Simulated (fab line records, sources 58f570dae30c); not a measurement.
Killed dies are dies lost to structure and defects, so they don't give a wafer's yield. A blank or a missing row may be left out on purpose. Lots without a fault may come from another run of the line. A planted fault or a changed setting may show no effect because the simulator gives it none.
A struck lot beside a sound one | flow berkeley_cmos170 | 14 steps out of a route of 331
Sound: wafers L826.1, L826.3, L826.4. Struck: wafers L835.1, L835.5, L835.6. The cause comes at the end.
At each step with rows: each side's tool, then ch and its chambers, then its first start. Under that, the readings that differ: sound wafers | struck wafers | difference of the means | sigmas: that difference in standard deviations of wafers without a fault.
alike: readings whose means differ by less than 2 such deviations, and words and numbers that are the same on both sides. not compared: withheld readings, readings that some wafer has no value for, bounds like >300 that may hide the same value, and numbers for which the record gives no deviation and whose values overlap.
The two part at a step that has a row with sigmas, a row that says differs or no value, or rows on one side only. Numbers that don't overlap but have no deviation are shown without sigmas and don't part them. A reading that every wafer of one side lacks parts them only if that side has two wafers or more.

first, 3 steps without rows for these wafers: UCB170_ACTIVE_EXPOSE_10 (exposes mask ACTIVE, target cd 1200 nm); UCB170_ACTIVE_PEB_11; UCB170_ACTIVE_DEVELOP_12 (develop time 45 s).
UCB170_ACTIVE_CD_MEAS_13: target cd 1200 nm.
  sound on cd_sem-02, day 6 01:17; struck on cd_sem-02, day 8 00:53
  alike: cd_nm
UCB170_ACTIVE_OVL_MEAS_14:
  sound on overlay-01, day 6 01:25; struck on overlay-02, day 8 01:01
  alike: ACTIVE_OVL
UCB170_ACTIVE_ETCH_15: etches Si3N4 in CH3F/Ar/O2, stops on SiO2, target depth 242 nm, time 151 s.
  sound on rie_diel-04 ch 1,2,3, day 6 01:26; struck on rie_diel-02 ch 0,1,2, day 8 01:03
  alike: O2_flow_sccm, drypump_motor_current_A, oes_product_au, rf_fwd_power_W, throttle_valve_pct
  not compared: rf_hours_counter_h
UCB170_ACTIVE_STRIP_16: strips in O2.
  sound on plasma_asher-03 ch 0,1, day 6 01:32; struck on plasma_asher-02 ch 0,1, day 8 01:09
  alike: drypump_motor_current_A, oes_product_au, strip_time_to_endpoint_s
  not compared: rf_hours_counter_h
UCB170_ACTIVE_CD_MEAS_90: target cd 1200 nm.
  sound on cd_sem-02, day 6 01:38; struck on cd_sem-01, day 8 01:20
  alike: cd_nm
then, 4 steps without rows for these wafers: UCB170_ACTIVE_CLEAN_17 (cleans in SPM, time 600 s); UCB170_PFIELD_HMDS_00 (prime time 60 s); UCB170_PFIELD_COAT_01 (resist thk 900 nm); UCB170_PFIELD_SOFTBAKE_02 (time 60 s).
UCB170_PFIELD_EXPOSE_03: exposes mask PFIELD, target cd 1500 nm.
  sound on krf_scanner-02 ch 0, day 6 02:34; struck on krf_scanner-02, day 8 02:35
  no value came back on the struck wafers for exposure_dose_mJ_cm2, focus_offset_nm (nm); on the sound wafers exposure_dose_mJ_cm2 reads 30.07 29.96 30.04
  alike: mask
then, 1 step without rows for these wafers: UCB170_PFIELD_PEB_04.

WHERE THEY PART
Only at UCB170_PFIELD_EXPOSE_03, within this record.

WHY: what the simulator had put in
Skipped step whole: krf_scanner-02, from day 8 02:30 on, at UCB170_PFIELD_EXPOSE_03. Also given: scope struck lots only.
